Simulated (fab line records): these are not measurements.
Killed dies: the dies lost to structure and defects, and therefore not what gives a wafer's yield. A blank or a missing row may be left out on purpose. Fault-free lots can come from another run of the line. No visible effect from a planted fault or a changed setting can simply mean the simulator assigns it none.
The same fault as seen by 2 desks || flow rit-cmos || every desk sees just its own numbers, and what lay behind them comes last

== THE TOOL OWNER'S DESK: rie-diel-03 ==
The tool's own readings at RIT_SPACER_ETCHBACK_05 (etches Si3N4 in SF6/CHF3, stops on SiO2, target depth 250 nm, time 240 s): means of the sampled wafers that have a number, for each lot that ran on this tool. A lot is out of limits, marked OUT, if its mean lies more than 4 standard deviations from the usual mean; the brackets give that distance.
Columns: A = drypump-motor-current-A at RIT_SPACER_ETCHBACK_05, usual 5.9 A; B = oes-product-au at RIT_SPACER_ETCHBACK_05, usual 0.843 a.u.; C = throttle-valve-pct at RIT_SPACER_ETCHBACK_05, usual 10.24 %
{"lot": "L526", "first seen here": "day 3 07:55", "A": 6.1, "B": 0.848, "C": 10.23}
{"lot": "L530", "first seen here": "day 4 05:23", "A": 5.6, "B": 0.838, "C": 10.28}
{"lot": "L531", "first seen here": "day 4 08:43", "A": 6.0, "B": 0.834, "C": 10.25}
{"lot": "L542", "first seen here": "day 6 13:41", "A": 6.0, "B": 0.846, "C": 10.26}
{"lot": "L543", "first seen here": "day 6 19:56", "A": 5.7, "B": 0.842, "C": 10.24}
This desk found nothing out of limits on any of the 5 lots.

== AT THE METROLOGY DESK ==
Means of the sampled wafers that have a number, per lot and without regard to the tool the lot ran on: this is what the gauges read. A lot is out of limits, marked OUT, if its mean lies more than 4 standard deviations from the usual mean; the brackets give that distance.
Columns: A = NSD_OVL at RIT_NSD_OVL_MEAS_06, usual 0.2 nm; B = NSD_TW at RIT_NSD_TW_MEAS_10, usual 3129; C = cd-nm at RIT_CONTACT_CD_MEAS_08, usual 1000.6 nm
{"lot": "L525", "first seen here": "day 3 05:05", "A": 0.5, "B": 3129, "C": 1000.2}
{"lot": "L526", "first seen here": "day 3 09:03", "A": 1.3, "B": 3136, "C": 1002.4}
{"lot": "L528", "first seen here": "day 3 17:28", "A": -0.4, "B": 3130, "C": 997.6}
{"lot": "L529", "first seen here": "day 4 01:07", "A": 0.1, "B": 3167, "C": 999.2}
{"lot": "L530", "first seen here": "day 4 06:23", "A": 1.8, "B": 3090, "C": 1003.4}
{"lot": "L531", "first seen here": "day 4 09:51", "A": 0.2, "B": 3124, "C": 1000.9}
{"lot": "L532", "first seen here": "day 4 15:01", "A": -0.4, "B": 3129, "C": 999.6}
{"lot": "L533", "first seen here": "day 4 21:12", "A": -0.7, "B": 3133, "C": 1001.6}
{"lot": "L534", "first seen here": "day 5 03:52", "A": 0.8, "B": 3099, "C": 1004.8}
{"lot": "L537", "first seen here": "day 5 15:51", "A": 2.4, "B": 3106, "C": 998.0}
{"lot": "L542", "first seen here": "day 6 14:42", "A": 0.0, "B": 3125, "C": 999.1}
{"lot": "L543", "first seen here": "day 6 21:04", "A": -1.3, "B": 3114, "C": 1002.8}
{"lot": "L545", "first seen here": "day 7 04:39", "A": 0.2, "B": 3129, "C": 1002.7}
{"lot": "L547", "first seen here": "day 7 17:40", "A": -0.3, "B": 3168, "C": 998.1}
This desk found nothing out of limits on any of the 14 lots.

== TAKEN TOGETHER ==
The tool owner's desk saw nothing out of limits.
The metrology desk saw nothing out of limits.

== WHAT THE SIMULATOR HAD INSERTED ==
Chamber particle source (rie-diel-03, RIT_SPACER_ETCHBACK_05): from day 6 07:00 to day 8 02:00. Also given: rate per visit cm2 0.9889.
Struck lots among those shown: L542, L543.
